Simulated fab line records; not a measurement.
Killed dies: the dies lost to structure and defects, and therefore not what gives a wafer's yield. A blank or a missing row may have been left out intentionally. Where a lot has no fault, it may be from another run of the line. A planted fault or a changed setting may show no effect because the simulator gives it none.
Which of the tools did it?	flow berkeley-cmos170	Sampling: 14 lots, 42 wafers, 6 of 331 route steps

WHAT EACH GAUGE READ, for each wafer
UCB170_NLDD_TW_MEAS_11. Usual: NLDD_TW gives 2197 (standard deviation 21).
lot	measured	on	NLDD_TW	flag
L126	day 6 19:50	film-metro-03	2180 2175 2170	
L125	day 6 20:04	film-metro-04	2209 2206 2209	
L127	day 7 19:20	film-metro-04	2189 2195 2187	
L129	day 8 00:08	film-metro-04	2207 2204 2204	
L130	day 8 00:34	film-metro-04	2199 2196 2200	
L133	day 8 21:34	film-metro-04	2206 2205 2204	
L136	day 9 02:25	film-metro-03	2283 2294 2294	OFF
L138	day 10 02:58	film-metro-04	2311 2302 2300	OFF
L143	day 10 09:17	film-metro-03	2181 2164 2182	
L142	day 10 10:28	film-metro-03	2167 2177 2176	
L140	day 10 10:43	film-metro-01	2242 2246 2244	
L144	day 11 07:41	film-metro-04	2200 2192 2205	
L147	day 11 15:05	film-metro-04	2209 2200 2198	
L146	day 11 15:29	film-metro-04	2192 2207 2191	

UCB170_SDANNEAL_RS_MEAS_05: a four-point-probe measurement. Usual: NLDD_RS gives 616.1 ohm/sq (standard deviation 1.6).
lot	measured	on	NLDD_RS (ohm/sq)	flag
L126	day 7 07:53	film-metro-04	616.0 616.5 616.8	
L125	day 7 07:29	film-metro-01	615.6 615.0 615.6	
L127	day 8 06:25	film-metro-03	616.2 617.4 617.4	
L129	day 8 11:56	film-metro-04	617.8 616.4 618.3	
L130	day 8 12:23	film-metro-04	617.9 617.8 617.3	
L133	day 9 08:46	film-metro-03	616.7 616.9 616.7	
L136	day 9 12:34	film-metro-01	538.4 539.3 537.1	OFF
L138	day 10 17:05	film-metro-03	537.1 537.7 537.3	OFF
L143	day 10 20:59	film-metro-01	613.4 614.6 613.1	
L142	day 10 21:44	film-metro-01	614.4 615.5 614.9	
L140	day 10 21:22	film-metro-03	616.0 615.5 617.0	
L144	day 11 19:23	film-metro-03	618.4 619.0 616.8	
L147	day 12 01:23	film-metro-04	618.0 616.1 618.3	
L146	day 12 01:38	film-metro-03	615.4 615.6 616.6	

UCB170_V1_BOW_MEAS_03. Usual: V1_BOW gives 19 um (standard deviation 6.4).
lot	measured	on	V1_BOW (um)	flag
L126	day 7 18:14	film-metro-01	21 31 17	
L125	day 7 16:23	film-metro-02	17 21 26	
L127	day 8 16:10	film-metro-01	8 14 15	
L129	day 8 22:23	film-metro-01	29 28 13	
L130	day 8 23:35	film-metro-02	31 23 22	
L133	day 9 19:35	film-metro-03	11 8 18	
L136	day 10 02:47	film-metro-03	7 5 12	
L138	day 11 02:40	film-metro-02	11 21 27	
L143	day 11 09:08	film-metro-03	20 21 20	
L142	day 11 10:29	film-metro-01	19 7 26	
L140	day 11 10:46	film-metro-03	18 21 23	
L144	day 12 04:48	film-metro-01	11 18 17	
L147	day 12 10:32	film-metro-01	13 20 24	
L146	day 12 11:52	film-metro-01	10 13 30	

UCB170_V2_CD_MEAS_90: the cd target is 700 nm. Usual: cd-nm at 700.5 nm, with a standard deviation of 1.5.
lot	measured	on	cd-nm (nm)	flag
L126	day 8 04:13	cd-sem-02	698.7 700.9 698.6	
L125	day 8 00:50	cd-sem-01	699.6 698.2 701.2	
L127	day 9 01:04	cd-sem-01	701.2 700.8 699.6	
L129	day 9 07:17	cd-sem-02	701.1 699.6 700.6	
L130	day 9 09:33	cd-sem-02	700.0 701.9 700.4	
L133	day 10 06:16	cd-sem-01	701.5 700.8 702.2	
L136	day 10 17:52	cd-sem-01	700.5 701.7 701.0	
L138	day 11 15:56	cd-sem-01	701.7 702.8 702.2	
L143	day 11 17:52	cd-sem-01	704.2 701.2 702.1	
L142	day 11 18:52	cd-sem-02	700.9 700.4 700.7	
L140	day 11 19:31	cd-sem-01	700.2 699.4 699.3	
L144	day 12 11:51	cd-sem-02	701.5 701.0 701.3	
L147	day 12 19:16	cd-sem-01	702.7 701.8 701.4	
L146	day 12 20:25	cd-sem-02	702.6 701.6 702.2	

EACH LOT AND THE TOOL THAT RAN IT (in order: tool; ch and the chambers of the sampled wafers; start)
lot	UCB170_NLDD_IMPLANT_09	UCB170_M1_STRIP_13
L126	implanter-01 ch 0, day 6 19:35	plasma-asher-02 ch 0,1, day 7 16:10
L125	implanter-04 ch 0, day 6 19:47	plasma-asher-04 ch 0,1, day 7 14:19
L127	implanter-02 ch 0, day 7 19:05	plasma-asher-04 ch 0,1, day 8 12:59
L129	implanter-04 ch 0, day 7 23:55	plasma-asher-02 ch 0,1, day 8 20:13
L130	implanter-02 ch 0, day 8 00:19	plasma-asher-02 ch 0,1, day 8 20:55
L133	implanter-04 ch 0, day 8 21:22	plasma-asher-04 ch 0,1, day 9 16:50
L136	implanter-02 ch 0, day 9 02:11	plasma-asher-01 ch 0,1, day 10 00:41
L138	implanter-02 ch 0, day 10 02:43	plasma-asher-01 ch 0,1, day 10 23:46
L143	implanter-04 ch 0, day 10 09:02	plasma-asher-04 ch 0,1, day 11 07:04
L142	implanter-01 ch 0, day 10 10:13	plasma-asher-02 ch 0,1, day 11 07:37
L140	implanter-04 ch 0, day 10 10:28	plasma-asher-01 ch 0,1, day 11 08:19
L144	implanter-01 ch 0, day 11 07:27	plasma-asher-01 ch 0,1, day 12 02:07
L147	implanter-01 ch 0, day 11 14:50	plasma-asher-02 ch 0,1, day 12 08:28
L146	implanter-04 ch 0, day 11 15:14	plasma-asher-04 ch 0,1, day 12 09:02
- UCB170_NLDD_IMPLANT_09
- UCB170_M1_STRIP_13: strips in O2.

AS READ BY THE TOOLS THEMSELVES (means over the sampled wafers that have a number; for cases with no such wafer, the mark the record gives instead)
UCB170_NLDD_IMPLANT_09. Usual: dose-ions-cm2 5.001e+13, standard deviation 5.5e+10; faraday-current-uA 159, standard deviation 3.1.
lot	tool	dose-ions-cm2	faraday-current-uA	flag
L126	implanter-01	5.002e+13	158	
L125	implanter-04	4.995e+13	162	
L127	implanter-02	4.994e+13	162	
L129	implanter-04	4.997e+13	160	
L130	implanter-02	4.998e+13	158	
L133	implanter-04	5.007e+13	162	
L136	implanter-02	7.252e+13	229	OFF
L138	implanter-02	7.253e+13	225	OFF
L143	implanter-04	5.008e+13	160	
L142	implanter-01	4.996e+13	153	
L140	implanter-04	5.004e+13	161	
L144	implanter-01	4.995e+13	159	
L147	implanter-01	5.003e+13	157	
L146	implanter-04	4.996e+13	160	

UCB170_M1_STRIP_13. Usual: drypump-motor-current-A 5.9 A, standard deviation 0.6; oes-product-au 0.720 a.u., standard deviation 0.0048.
lot	tool	drypump-motor-current-A (A)	oes-product-au (a.u.)	flag
L126	plasma-asher-02	6.0	0.717	
L125	plasma-asher-04	6.1	0.723	
L127	plasma-asher-04	5.6	0.720	
L129	plasma-asher-02	6.1	0.723	
L130	plasma-asher-02	6.1	0.722	
L133	plasma-asher-04	6.1	0.722	
L136	plasma-asher-01	5.5	0.713	
L138	plasma-asher-01	5.5	0.729	
L143	plasma-asher-04	6.1	0.718	
L142	plasma-asher-02	6.1	0.719	
L140	plasma-asher-01	5.5	0.720	
L144	plasma-asher-01	6.0	0.719	
L147	plasma-asher-02	6.1	0.719	
L146	plasma-asher-04	5.6	0.723	

THE ANSWER, worked out from the rows above alone
Rule: a lot counts as off when the mean over its wafers that have a number is more than 3 standard deviations away from the usual mean. A lot without any number at a reading at which 4 lots or more have one is off too. The other lots that the step has rows for count as sound. After the gauges, taken in route order, come the tools' own readings; for these a lot's mean is taken, as printed above. At the first step where some lot is off, the reading lying furthest off is the one used; lots without a number count as furthest.
Off: L136, L138, seen at UCB170_NLDD_TW_MEAS_11 (NLDD_TW).
If a tool, at a process step before that reading, ran all the lots that are off and no sound lot after the first of them, it fits. The gauges at UCB170_NLDD_TW_MEAS_11 aren't tried: what is off there is off at UCB170_NLDD_IMPLANT_09 too, on other tools, and a gauge's error can't cause that. One fits: UCB170_NLDD_IMPLANT_09 on implanter-02. A fault onset in the window from L130 (day 8 00:19, its last sound lot) to L136 (day 9 02:11, its first lot off) fits.
The tool's own readings at UCB170_NLDD_IMPLANT_09 bear it out: on the lots that are off they differ by more than 5 times the standard deviation of the sound lots' means. dose-ions-cm2 reads 7.252e+13 there against 5.000e+13 on the sound lots; faraday-current-uA reads 227 there against 159 on the sound lots.

WHAT HAD BEEN PUT IN BY THE SIMULATOR
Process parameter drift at UCB170_NLDD_IMPLANT_09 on implanter-02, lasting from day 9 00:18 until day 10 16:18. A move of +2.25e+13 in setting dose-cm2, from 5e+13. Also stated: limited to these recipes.
Lots struck among those shown: L136, L138. Same finding as the rule above.
